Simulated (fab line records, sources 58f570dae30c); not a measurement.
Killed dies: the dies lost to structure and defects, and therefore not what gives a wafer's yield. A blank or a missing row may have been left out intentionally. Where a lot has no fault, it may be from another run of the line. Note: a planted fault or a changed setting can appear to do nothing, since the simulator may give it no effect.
Split-lot trial | flow berkeley-cmos170 | 23 wafers read from 5 lots, route of 331 steps

== ABOUT THE SPLIT ==
At UCB170_PWELL_IMPLANT_15, the setting energy-kev was moved away from the recipe's 60 on 8 of the 23 wafers read, by -3.7% to +4.2%. All remaining wafers had this setting at the recipe value.

The reading is taken at the split's own step.

== THE READING ==
The simulator's own value implant.drp-nm, read by no gauge, in nm at UCB170_PWELL_IMPLANT_15. There is no usual value for it anywhere in the file.

wafer  | tool, chamber at the split | energy-kev as run | against the recipe | implant.drp-nm, nm | against lot-mates on the recipe
L076.2 | implanter-04, 0            | 60                | recipe             | 64.7               | -
L076.3 | implanter-04, 0            | 60                | recipe             | 64.7               | -
L076.6 | implanter-04, 0            | 60                | recipe             | 64.7               | -
L076.4 | implanter-04, 0            | 58.61             | -2.3%              | 63.9               | -0.80
L076.5 | implanter-04, 0            | 58.61             | -2.3%              | 63.9               | -0.80
L078.1 | implanter-04, 0            | 62.51             | +4.2%              | 66.11              | +1.41
L078.2 | implanter-04, 0            | 62.51             | +4.2%              | 66.11              | +1.41
L078.5 | implanter-04, 0            | 62.51             | +4.2%              | 66.11              | +1.41
L078.3 | implanter-04, 0            | 60                | recipe             | 64.7               | -
L078.4 | implanter-04, 0            | 60                | recipe             | 64.7               | -
L080.1 | implanter-03, 0            | 57.79             | -3.7%              | 63.42              | -1.28
L080.2 | implanter-03, 0            | 57.79             | -3.7%              | 63.42              | -1.28
L080.4 | implanter-03, 0            | 57.79             | -3.7%              | 63.42              | -1.28
L080.3 | implanter-03, 0            | 60                | recipe             | 64.7               | -
L080.6 | implanter-03, 0            | 60                | recipe             | 64.7               | -
L081.2 | implanter-02, 0            | 60                | recipe             | 64.7               | -
L081.3 | implanter-02, 0            | 60                | recipe             | 64.7               | -
L081.4 | implanter-02, 0            | 60                | recipe             | 64.7               | -
L085.2 | implanter-04, 0            | 60                | recipe             | 64.7               | -
L085.3 | implanter-04, 0            | 60                | recipe             | 64.7               | -
L085.4 | implanter-04, 0            | 60                | recipe             | 64.7               | -
L085.5 | implanter-04, 0            | 60                | recipe             | 64.7               | -
L085.6 | implanter-04, 0            | 60                | recipe             | 64.7               | -

THE FIT
A straight line over all 23 wafers: implant.drp-nm changes by +0.342 nm for each +1% of energy-kev; r = +1.00; the points scatter about the line by 0.0093 nm.
The same after taking each lot's own level away (the mean of its wafers on the recipe; 23 wafers): +0.342 nm for each +1%; r = +1.00; scatter 0.0093 nm.
Per that fit: largest energy-kev move, reading shift of 1.4 nm.
The lots' own levels span 64.700 to 64.700 nm.
Consequently the slope shifts little with the lot-to-lot level, the two slopes agreeing.
Check: +1.43 nm against its lot-mates is what the line predicts for one of the wafers moved furthest among these (+4.2%) when that wafer is left out of the fit. Against them it came out at +1.41 nm.

== FURTHER SPLITS ON THESE WAFERS ==
Note: prior to the reading, these wafers also went through further splits. Each is held against what the fit with the lots' levels taken away leaves over:
other split on the same wafers     | wafers away from the commonest value | r with implant.drp-nm (lot level and that fit taken away)
UCB170_START_OXIDATION_02 temp-c   | 18                                   | -0.21
UCB170_NWELL_CVD_04 time-s         | 10                                   | -0.58
UCB170_NWELL_IMPLANT_14 energy-kev | 7                                    | -0.27

== THE WHOLE CHAIN: every reading that the file lists as answering this split, in the file's order ==
step                    | what it does | reading                                                         | change (the file's fit)               | r (the file's)
UCB170_PWELL_IMPLANT_15 |              | implant.rp-nm (the simulator's own value, which no gauge read)  | +2.01 nm for each +1% of the setting  | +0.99
UCB170_PWELL_IMPLANT_15 |              | implant.drp-nm (the simulator's own value, which no gauge read) | +0.342 nm for each +1% of the setting | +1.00

== FILE'S OWN FIT ==
implant.drp-nm changes by +0.342 nm for each +1% of energy-kev, r = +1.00.
